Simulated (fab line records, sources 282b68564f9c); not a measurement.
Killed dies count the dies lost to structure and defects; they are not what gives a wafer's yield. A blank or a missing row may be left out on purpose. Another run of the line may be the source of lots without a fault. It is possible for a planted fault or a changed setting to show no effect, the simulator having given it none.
A lot that was struck, set against a sound lot :: flow rit cmos :: 40 steps out of a route of 202
Sound: wafers L994.4, L994.5, L994.6. Wafers struck: L101.1, L101.3, L101.5. The cause is given at the end.
Order at every step that has rows: each side's tool, ch and its chambers, its first start. Under that, the readings that differ: sound wafers :: struck wafers :: difference of the means :: sigmas: that difference in standard deviations of wafers without a fault.
alike: readings with means less than 2 such deviations apart, plus words and numbers identical on both sides. not compared: withheld readings, readings lacking a value on some wafer, bounds such as >300 that could conceal the same value, and numbers that have no deviation in the record and whose values overlap.
The two part at a step that has a row with sigmas, a row that says differs or no value, or rows on one side only. When numbers do not overlap yet have no deviation, they are printed without sigmas and do not part them. Lack of a reading on every wafer of one side parts them only where that side has two or more wafers.

RIT_ACTIVE_BOW_MEAS_00:
  struck on film metro-01, day 3 17:00; sound on film metro-04, day 2 06:04
  alike: INCOMING_BOW
then, 1 step without rows for these wafers: RIT_ACTIVE_OXIDATION_01 (target thk 46.8 nm, ox time 3360 s).
RIT_ACTIVE_THK_MEAS_02:
  struck on film metro-03, day 3 19:03; sound on film metro-03, day 2 08:05
  alike: ACTIVE_OXIDE_THK
then, 1 step without rows for these wafers: RIT_ACTIVE_CVD_03 (deposits Si3N4 from SiH2Cl2/NH3, target thk 150 nm, time 1500 s).
RIT_ACTIVE_THK_MEAS_04:
  struck on film metro-04, day 3 21:14; sound on film metro-01, day 2 09:34
reading: ACTIVE_NITRIDE_THK (nm)
sound: 152.4 152.9 153.2
struck: 149.4 148.6 148.9
difference: -3.9
sigmas: -2
then, 3 steps without rows for these wafers: RIT_ACTIVE_HMDS_05 (prime time 60 s); RIT_ACTIVE_COAT_06 (resist thk 1000 nm); RIT_ACTIVE_SOFTBAKE_07 (time 60 s).
RIT_ACTIVE_EXPOSE_08: exposes mask M1, target cd 1400 nm.
  sound on iline stepper-01 ch 0, day 2 10:13; struck on iline stepper-02 ch 0, day 3 21:52
reading: model.ACTIVE.overlay x nm (nm)
sound: 1.996 1.996 1.996
struck: 408.7 408.7 408.7
difference: +406.7
sigmas: 
  alike: mask
then, 2 steps without rows for these wafers: RIT_ACTIVE_PEB_09; RIT_ACTIVE_DEVELOP_10 (develop time 50 s).
RIT_ACTIVE_CD_MEAS_11: the cd target is 1400 nm.
  struck on cd sem-02, day 3 22:16; sound on cd sem-01, day 2 10:37
  alike: cd nm
then, 1 step without rows for these wafers: RIT_ACTIVE_HARDBAKE_12 (time 60 s).
RIT_ACTIVE_ETCH_13: etches Si3N4 in SF6, stops on SiO2, time 210 s, target depth 210 nm.
  sound on rie diel-03 ch 1,2, day 2 10:50; struck on rie diel-02 ch 0,1, day 3 22:32
  alike: drypump motor current A, oes product au, throttle valve pct
  not compared: rf hours counter h
RIT_ACTIVE_STRIP_14: strips in O2, time 180 s.
  sound on plasma asher-02 ch 0,1, day 2 11:02; struck on plasma asher-04 ch 1, day 3 22:41
  alike: drypump motor current A, o2 flow sccm
  not compared: rf hours counter h
RIT_ACTIVE_CD_MEAS_90: the cd target is 1400 nm.
  struck on cd sem-01, day 3 22:51; sound on cd sem-02, day 2 11:12
  alike: cd nm
then, 4 steps without rows for these wafers: RIT_ACTIVE_CLEAN_15 (cleans in SC1, time 600 s); RIT_ACTIVE_CLEAN_16 (cleans in dHF, time 30 s); RIT_ACTIVE_CLEAN_17 (cleans in SC2, time 600 s); RIT_FOX1_OXIDATION_00 (target thk 350.7 nm, ox time 1130 s).
RIT_FOX1_THK_MEAS_01:
  struck on film metro-01, day 4 00:40; sound on film metro-04, day 2 14:08
  alike: FOX1_OXIDE_THK
then, 2 steps without rows for these wafers: RIT_FOX1_WET_ETCH_02 (etches SiO2 in BOE, target depth 350 nm, time 390 s); RIT_FOX2_OXIDATION_00 (target thk 350.7 nm, ox time 1130 s).
RIT_FOX2_THK_MEAS_01:
  struck on film metro-03, day 4 02:11; sound on film metro-02, day 2 15:37
  alike: FOX2_OXIDE_THK
then, 2 steps without rows for these wafers: RIT_FOX2_CLEAN_02 (cleans in dHF, time 180 s); RIT_FOX2_WET_ETCH_03 (etches Si3N4 in H3PO4, target depth 195 nm, time 2700 s).
RIT_FOX2_THK_MEAS_90:
  struck on film metro-03, day 4 03:09; sound on film metro-02, day 2 16:29
  alike: FIELD_OXIDE_LEFT_1_THK
then, 6 steps without rows for these wafers: RIT_NWELL_HMDS_00 (prime time 60 s); RIT_NWELL_COAT_01 (resist thk 1300 nm); RIT_NWELL_SOFTBAKE_02 (time 60 s); RIT_NWELL_EXPOSE_03 (exposes mask M2, target cd 43900 nm); RIT_NWELL_PEB_04; RIT_NWELL_DEVELOP_05 (develop time 68 s).
RIT_NWELL_OVL_MEAS_06:
  struck on overlay-01, day 4 04:13; sound on overlay-01, day 2 17:25
  alike: NWELL_OVL
then, 2 steps without rows for these wafers: RIT_NWELL_HARDBAKE_07 (time 120 s); RIT_NWELL_IMPLANT_08.
RIT_NWELL_STRIP_09: strips in O2, time 180 s.
  sound on plasma asher-03 ch 0,1, day 2 17:54; struck on plasma asher-03 ch 0,1, day 4 04:39
  alike: drypump motor current A, o2 flow sccm
  not compared: rf hours counter h
RIT_NWELL_TW_MEAS_10:
  struck on film metro-02, day 4 04:49; sound on film metro-03, day 2 18:02
reading: NWELL_TW
sound: 2166 2173 2166
struck: 2148 2149 2149
difference: -20
sigmas: -2
RIT_GATE_ETCH_19: etches poly-Si in SF6/CHF3/O2, stops on SiO2, time 165 s, target depth 312.5 nm.
  sound on rie si-01 ch 0,1,3, day 3 10:07; struck on rie si-01 ch 0,1,2, day 5 01:25
  alike: drypump motor current A, oes product au, throttle valve pct
  not compared: rf hours counter h, model.GATE.cd nm
RIT_M1_PROBE_99:
  struck on prober-02, day 5 22:26; sound on prober-02, day 4 06:18
reading: model.etest.npoly line.line ohm um
sound: 162.6 165 164.8
struck: 166 166.9 165.4
difference: +2
sigmas: 

reading: model.etest.npoly line.width nm (nm)
sound: 105.2 105 104.6
struck: 103.4 103.7 104.3
difference: -1.1
sigmas: 

reading: model.etest.ring.delay ps
sound: 27.71 27.71 27.57
struck: 27.54 27.43 27.41
difference: -0.20
sigmas: 

reading: model.etest.nmos_0p15.vt sat v (V)
sound: 0.3048 0.3041 0.2985
struck: 0.3078 0.305 0.3113
difference: +0.0056
sigmas: 
  alike: killed at front end, killed dies, killed open, killed short
  not compared: model.etest.ppoly line.line ohm um, model.etest.ppoly line.width nm, model.etest.nmos_0p15.off log10 a um

== WHERE THEY PART ==
Last at RIT_NWELL_TW_MEAS_10 as far as this record goes, first at RIT_ACTIVE_THK_MEAS_04. Later steps at which nothing parts them and some readings are alike: RIT_GATE_ETCH_19, RIT_M1_PROBE_99.

WHY: whatever the simulator had introduced
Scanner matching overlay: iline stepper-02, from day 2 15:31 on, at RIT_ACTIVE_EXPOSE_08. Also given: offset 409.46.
